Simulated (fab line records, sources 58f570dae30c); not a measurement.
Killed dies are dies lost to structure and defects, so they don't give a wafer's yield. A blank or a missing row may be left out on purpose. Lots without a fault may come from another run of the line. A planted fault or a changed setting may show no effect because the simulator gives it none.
One fault seen from 2 desks | flow berkeley_cmos170 | each desk has only its own numbers; what lay behind them comes last

THE METROLOGY DESK
What the gauges read, lot by lot, whatever tool the lot ran on: means of the sampled wafers that have a number. A lot is out of limits, marked OUT, if its mean lies more than 4 standard deviations from the usual mean; the brackets give that distance.
Columns: A = cd_nm at UCB170_M1_CD_MEAS_09, usual 699.9 nm; B = V1_BOW at UCB170_V1_BOW_MEAS_03, usual 18 um; C = cd_nm at UCB170_M2_CD_MEAS_15, usual 699.9 nm
lot  | first seen here | A     | B  | C
L232 | day 7 09:22     | 699.8 | 24 | 700.7
L230 | day 7 11:33     | 701.1 | 24 | 699.9
L233 | day 8 14:07     | 699.6 | 19 | 701.9
L234 | day 8 17:32     | 697.7 | 23 | 699.4
L236 | day 9 00:08     | 699.8 | 19 | 699.2
L238 | day 9 01:12     | 699.8 | 14 | 699.6
L243 | day 10 04:28    | 698.6 | 14 | 699.4
L240 | day 10 05:01    | 700.3 | 23 | 700.3
L241 | day 10 05:42    | 699.6 | 14 | 702.3
L248 | day 10 18:10    | 698.6 | 18 | 700.7
L247 | day 10 18:38    | 699.1 | 11 | 699.1
L249 | day 11 07:25    | 698.9 | 26 | 698.2
L250 | day 11 18:18    | 699.4 | 20 | 699.7
L252 | day 12 07:55    | 698.3 | 16 | 699.2
This desk's finding: nothing out of limits on any of the 14 lots.

THE TOOL OWNER'S DESK: rie_metal-03
The tool's own readings at UCB170_M2_METAL_ETCH_18 (etches Al in Cl2/BCl3, stops on SiO2, target depth 1170 nm, time 195 s): means of the sampled wafers that have a number, for each lot that ran on this tool. A lot is out of limits, marked OUT, if its mean lies more than 4 standard deviations from the usual mean; the brackets give that distance.
Columns: A = drypump_motor_current_A at UCB170_M2_METAL_ETCH_18, usual 5.8 A; B = oes_product_au at UCB170_M2_METAL_ETCH_18, usual 0.848 a.u.; C = throttle_valve_pct at UCB170_M2_METAL_ETCH_18, usual 24.22 %
lot  | first seen here | A   | B     | C
L230 | day 7 22:40     | 5.6 | 0.866 | 24.54
L234 | day 9 05:41     | 5.5 | 0.851 | 24.52
L238 | day 9 09:41     | 5.6 | 0.857 | 24.54
L241 | day 10 15:11    | 5.6 | 0.868 | 24.54
L247 | day 11 03:26    | 5.5 | 0.860 | 24.52
This desk's finding: nothing out of limits on any of the 5 lots.

PUT TOGETHER
The metrology desk saw nothing out of limits.
The tool owner's desk saw nothing out of limits.

WHAT THE SIMULATOR HAD PUT IN
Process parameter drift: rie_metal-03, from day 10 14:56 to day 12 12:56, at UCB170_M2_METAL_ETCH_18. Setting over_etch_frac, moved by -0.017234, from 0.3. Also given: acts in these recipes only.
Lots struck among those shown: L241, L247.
